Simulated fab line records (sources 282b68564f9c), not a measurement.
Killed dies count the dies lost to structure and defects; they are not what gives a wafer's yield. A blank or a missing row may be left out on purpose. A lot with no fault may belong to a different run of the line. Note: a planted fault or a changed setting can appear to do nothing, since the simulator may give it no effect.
What tool caused it? ; flow rit cmos ; 15 lots, 45 wafers sampled, at 2 steps of a route of 202

WHAT THE GAUGES SHOWED, per wafer
RIT_PWELL_OVL_MEAS_06.
lot;measured;on;PWELL_OVL (nm)
L531;day 2 00:08;overlay-01;-1.1 -1.5 -0.5
L532;day 2 05:02;overlay-02;1.0 -0.9 0.1
L533;day 2 11:35;overlay-02;0.8 -0.9 -0.8
L534;day 2 13:53;overlay-02;-3.4 -2.5 -1.5
L535;day 2 19:35;overlay-02;-1.2 -2.9 -1.4
L537;day 3 06:17;overlay-01;-1.2 -2.0 -2.0
L538;day 3 10:22;overlay-02;-1.2 1.3 -1.3
L539;day 3 15:52;overlay-01;420.3 421.1 418.5
L541;day 4 02:26;overlay-02;420.6 419.3 419.1
L543;day 4 13:30;overlay-02;-1.9 -0.8 -2.0
L545;day 4 21:52;overlay-02;419.7 420.3 419.9
L549;day 5 19:32;overlay-01;0.0 -1.6 -2.0
L551;day 6 03:01;overlay-01;-2.7 -1.4 -1.9
L553;day 6 13:37;overlay-01;-0.1 -4.1 -3.1
L554;day 6 19:16;overlay-02;-3.3 -2.4 -3.1

EACH LOT AND THE TOOL THAT RAN IT (in order: tool; ch and the chambers of the sampled wafers; start)
lot;RIT_PWELL_EXPOSE_03
L531;iline stepper-02 ch 0, day 1 23:43
L532;iline stepper-01 ch 0, day 2 04:38
L533;iline stepper-01 ch 0, day 2 11:10
L534;iline stepper-01 ch 0, day 2 13:29
L535;iline stepper-02 ch 0, day 2 19:11
L537;iline stepper-02 ch 0, day 3 05:52
L538;iline stepper-01 ch 0, day 3 09:58
L539;iline stepper-01 ch 0, day 3 15:23
L541;iline stepper-01 ch 0, day 4 02:02
L543;iline stepper-02 ch 0, day 4 13:05
L545;iline stepper-01 ch 0, day 4 21:27
L549;iline stepper-02 ch 0, day 5 19:07
L551;iline stepper-02 ch 0, day 6 02:37
L553;iline stepper-02 ch 0, day 6 13:11
L554;iline stepper-02 ch 0, day 6 18:53
- RIT_PWELL_EXPOSE_03: exposes mask M3, target cd 43700 nm.

WHAT THE TOOLS THEMSELVES READ (means of the sampled wafers that have a number; where no wafer has one, the mark that the record gives instead)
RIT_PWELL_EXPOSE_03.
lot;tool;focus offset nm (nm)
L531;iline stepper-02;-0.3
L532;iline stepper-01;-0.3
L533;iline stepper-01;0.8
L534;iline stepper-01;-0.0
L535;iline stepper-02;1.0
L537;iline stepper-02;-0.1
L538;iline stepper-01;0.1
L539;iline stepper-01;-0.5
L541;iline stepper-01;0.1
L543;iline stepper-02;-0.2
L545;iline stepper-01;-0.2
L549;iline stepper-02;-0.2
L551;iline stepper-02;-0.0
L553;iline stepper-02;0.4
L554;iline stepper-02;0.2

THE ANSWER, worked out from the rows above alone
Rule: the lots themselves supply what counts as usual. The widest of any qualifying gaps counts: lots, ordered by their means at a reading, are off when they make up no more than a third of the lots, leave a main group of 4 or more, and stand apart from it by 3 or more times the standard deviation of that group's means. The tables above print the reading to a certain number of digits; a main group whose means all agree to those digits is not used. A lot without any number at a reading at which 4 lots or more have one is off too. Any other lot the step has rows for is counted as sound. After the gauges, taken in route order, come the tools' own readings; for these a lot's mean is taken, as printed above. The first step at which some lot is off is used, and at that step the reading that is off furthest; a lot without a number counts as furthest.
Off: at RIT_PWELL_OVL_MEAS_06 (PWELL_OVL), L539, L541, L545. For the main group the mean is -1.5 nm and the standard deviation 0.9.
If a tool, at a process step before that reading, ran all the lots that are off and no sound lot after the first of them, it fits. Gauges at RIT_PWELL_OVL_MEAS_06: tried the same way as those tools. One fits: iline stepper-01 at RIT_PWELL_EXPOSE_03. Its last sound lot is L538 (day 3 09:58), its first lot that is off L539 (day 3 15:23): a fault that began between those two fits.

WHAT WAS PUT IN BY THE SIMULATOR
Scanner matching overlay: iline stepper-01, from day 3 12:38 on, at RIT_PWELL_EXPOSE_03. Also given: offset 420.
Shown lots that were struck: L539, L541, L545. Same finding as the rule above.
